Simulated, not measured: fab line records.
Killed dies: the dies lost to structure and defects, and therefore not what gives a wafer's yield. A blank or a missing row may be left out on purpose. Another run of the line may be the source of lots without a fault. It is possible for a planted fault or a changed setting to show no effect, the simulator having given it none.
A lot that was struck, set against a sound lot + flow rit-cmos + 17 steps out of a route of 202
Sound: the wafers L486.2, L486.3, L486.4. Struck: wafer L490.1 (L490.4, L490.5, from the same lot, were not struck and are left out); the cause is given at the end.
For every step that has rows: the tool of each side, followed by ch and its chambers, followed by its first start. Under that, the readings that differ: sound wafers + struck wafers + difference of the means + sigmas: that difference in standard deviations of wafers without a fault.
alike: same words and numbers on both sides, and readings whose means sit less than 2 such deviations apart. not compared: any withheld reading, any reading some wafer has no value for, any bound like >300 that may hide the same value, and any number with overlapping values for which the record gives no deviation.
The two part at a step that has a row with sigmas, a row that says differs or no value, or rows on one side only. When numbers do not overlap yet have no deviation, they are printed without sigmas and do not part them. A reading missing from all wafers of one side parts the sides only when that side holds two or more wafers.

first, 1 step without rows for these wafers: RIT_PSD_IMPLANT_08.
RIT_PSD_STRIP_09: strips in O2, time 180 s.
  sound on plasma-asher-03 ch 0,1, day 3 12:22; struck on plasma-asher-03 ch 1, day 4 05:49
  alike: drypump-motor-current-A, rf-refl-power-W
  not compared: rf-hours-counter-h
RIT_PSD_TW_MEAS_10:
  sound: film-metro-03 at day 3 12:32; struck: film-metro-02 at day 4 06:00
  alike: PSD_TW
then, 3 steps without rows for these wafers: RIT_SDANNEAL_CLEAN_00 (cleans in SC1, time 600 s); RIT_SDANNEAL_CLEAN_01 (cleans in dHF, time 30 s); RIT_SDANNEAL_CLEAN_02 (cleans in SC2, time 600 s).
RIT_SDANNEAL_RTA_03: time 5 s.
  sound on rtp-anneal-02 ch 0, day 3 12:58; struck on rtp-anneal-02 ch 0, day 4 06:29
  alike: wafer_temp_C_max
RIT_SDANNEAL_RS_MEAS_04: a four-point-probe measurement.
  sound: film-metro-02 at day 3 13:02; struck: film-metro-01 at day 4 06:33
  alike: PSD_RS
RIT_SDANNEAL_RS_MEAS_05: a four-point-probe measurement.
  sound: film-metro-02 at day 3 13:10; struck: film-metro-01 at day 4 06:40
  alike: NSD_RS
RIT_SDANNEAL_RS_MEAS_06: a four-point-probe measurement.
  sound: film-metro-02 at day 3 13:17; struck: film-metro-01 at day 4 06:47
  alike: PLDD_RS
RIT_SDANNEAL_RS_MEAS_07: a four-point-probe measurement.
  sound: film-metro-02 at day 3 13:24; struck: film-metro-01 at day 4 06:55
  alike: NLDD_RS
then, 1 step without rows for these wafers: RIT_SILICIDE_WET_ETCH_00 (etches SiO2 in BOE, target depth 14 nm, time 15 s).
RIT_SILICIDE_SPUTTER_01: material Ti, target thk 30 nm, time 240 s.
  sound: pvd-sputter-01 at day 3 13:31; struck: pvd-sputter-01 at day 4 07:02
| reading                                     | sound             | struck | difference | sigmas |
|---------------------------------------------|-------------------|--------|------------|--------|
| model.Ti_of_SILICIDE_SPUTTER_01.thk-nm (nm) | 31.57 31.74 31.38 | 26     | -6         |        |
  alike: throttle-valve-pct
RIT_SILICIDE_RS_MEAS_02: a four-point-probe measurement.
  sound: film-metro-01 at day 3 13:41; struck: film-metro-04 at day 4 07:11
| reading                 | sound          | struck | difference | sigmas |
|-------------------------|----------------|--------|------------|--------|
| SILICIDE_TI_RS (ohm/sq) | 45.0 44.7 45.2 | 57.4   | +12.4      | +16    |
RIT_SILICIDE_THK_MEAS_03: measures by xrf.
  sound: film-metro-01 at day 3 13:47; struck: film-metro-04 at day 4 07:19
| reading              | sound          | struck | difference | sigmas |
|----------------------|----------------|--------|------------|--------|
| SILICIDE_TI_THK (nm) | 32.2 32.4 32.0 | 26.2   | -6.0       | -13    |
RIT_SILICIDE_RTA_04: time 10 s, ramp up 5 s, ramp down 5 s.
  sound on rtp-anneal-01 ch 0, day 3 13:51; struck on rtp-anneal-01 ch 0, day 4 07:22
  alike: wafer_temp_C_max
RIT_M1_PROBE_99:
  sound: prober-01 at day 3 20:34; struck: prober-01 at day 4 13:59
| reading                              | sound             | struck | difference | sigmas |
|--------------------------------------|-------------------|--------|------------|--------|
| model.etest.npoly-line.line-ohm-um   | 164.2 165.1 169.9 | 182.3  | +15.9      |        |
| model.etest.ppoly-line.line-ohm-um   | 158.5 159.8 163.5 | 173.4  | +12.8      |        |
| model.etest.contact-nplus.end-ohm-um | 45.61 45.33 46.27 | 36.47  | -9.27      |        |
| model.etest.contact-pplus.end-ohm-um | 47.44 47.27 45.96 | 39.15  | -7.74      |        |
| model.etest.npoly-line.rs-ohm-sq     | 16.39 16.25 16.38 | 18.94  | +2.60      |        |
| model.etest.ppoly-line.rs-ohm-sq     | 15.83 15.83 15.98 | 18.22  | +2.34      |        |
| model.etest.npoly-sal.rs-ohm-sq      | 4.139 4.129 4.15  | 4.943  | +0.804     |        |
| model.etest.ppoly-sal.rs-ohm-sq      | 4.118 4.08 4.12   | 4.885  | +0.779     |        |
  alike: killed_at_M0_to_M3, killed-at-front-end, killed-dies, killed-open, killed-short

== WHERE THEY PART ==
Earliest at RIT_SILICIDE_RS_MEAS_02; latest, in this record, at RIT_SILICIDE_THK_MEAS_03. Later steps at which nothing parts them and some readings are alike: RIT_SILICIDE_RTA_04, RIT_M1_PROBE_99.

WHY: what the simulator had put in
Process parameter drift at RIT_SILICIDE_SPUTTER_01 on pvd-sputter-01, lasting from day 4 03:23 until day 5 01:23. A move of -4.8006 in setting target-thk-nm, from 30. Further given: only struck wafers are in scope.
